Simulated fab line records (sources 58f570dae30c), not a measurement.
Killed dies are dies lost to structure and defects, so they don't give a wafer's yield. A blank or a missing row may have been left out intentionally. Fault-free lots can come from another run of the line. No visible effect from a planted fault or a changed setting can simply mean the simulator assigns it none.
Which tool was responsible? + flow berkeley-cmos170 + 39 wafers sampled from 13 lots at 1 step of a route of 331

## WHAT EACH GAUGE READ, for each wafer
UCB170_NLDD_OVL_MEAS_07. Usual: NLDD_OVL typically reads 0 nm, with standard deviation 5.3.
| lot  | measured     | on         | NLDD_OVL (nm) | flag |
|------|--------------|------------|---------------|------|
| L706 | day 7 16:14  | overlay-01 | 4 -2 4        |      |
| L707 | day 8 07:12  | overlay-01 | 4 4 1         |      |
| L710 | day 8 07:27  | overlay-02 | -14 -12 -7    |      |
| L708 | day 8 07:41  | overlay-01 | -2 -5 -5      |      |
| L709 | day 8 07:56  | overlay-02 | 3 3 9         |      |
| L711 | day 8 20:06  | overlay-01 | 2 6 4         |      |
| L713 | day 9 08:22  | overlay-01 | -4 -9 -5      |      |
| L714 | day 9 08:38  | overlay-01 | -2 -3 1       |      |
| L712 | day 9 09:24  | overlay-01 | 1 6 -2        |      |
| L720 | day 10 14:29 | overlay-02 | 1 -3 7        |      |
| L723 | day 10 21:20 | overlay-01 | 3 2 -3        |      |
| L726 | day 11 18:20 | overlay-01 | -1 0 -3       |      |
| L728 | day 12 04:57 | overlay-01 | 9 5 5         |      |

## EACH LOT AND THE TOOL THAT RAN IT (in order: tool; ch and the chambers of the sampled wafers; start)
The record shows no process step preceding these readings.

## AS READ BY THE TOOLS THEMSELVES (means over the sampled wafers that have a number; for cases with no such wafer, the mark the record gives instead)
The record holds no such reading with a usual standard deviation.

## THE ANSWER, worked out from the rows above alone
Rule: a lot is off if the mean of its wafers that have a number lies more than 3 standard deviations from the usual mean. Also off: a lot with no number at a reading for which 4 or more lots have one. All remaining lots with rows at the step are treated as sound. The gauges are gone through in route order, then the tools' own readings, and for those a lot's mean is taken as printed above. At the first step where some lot is off, the reading lying furthest off is the one used; lots without a number count as furthest.
None of the lots is off at any reading shown; this tells nothing.

## WHAT THE SIMULATOR HAD PUT IN
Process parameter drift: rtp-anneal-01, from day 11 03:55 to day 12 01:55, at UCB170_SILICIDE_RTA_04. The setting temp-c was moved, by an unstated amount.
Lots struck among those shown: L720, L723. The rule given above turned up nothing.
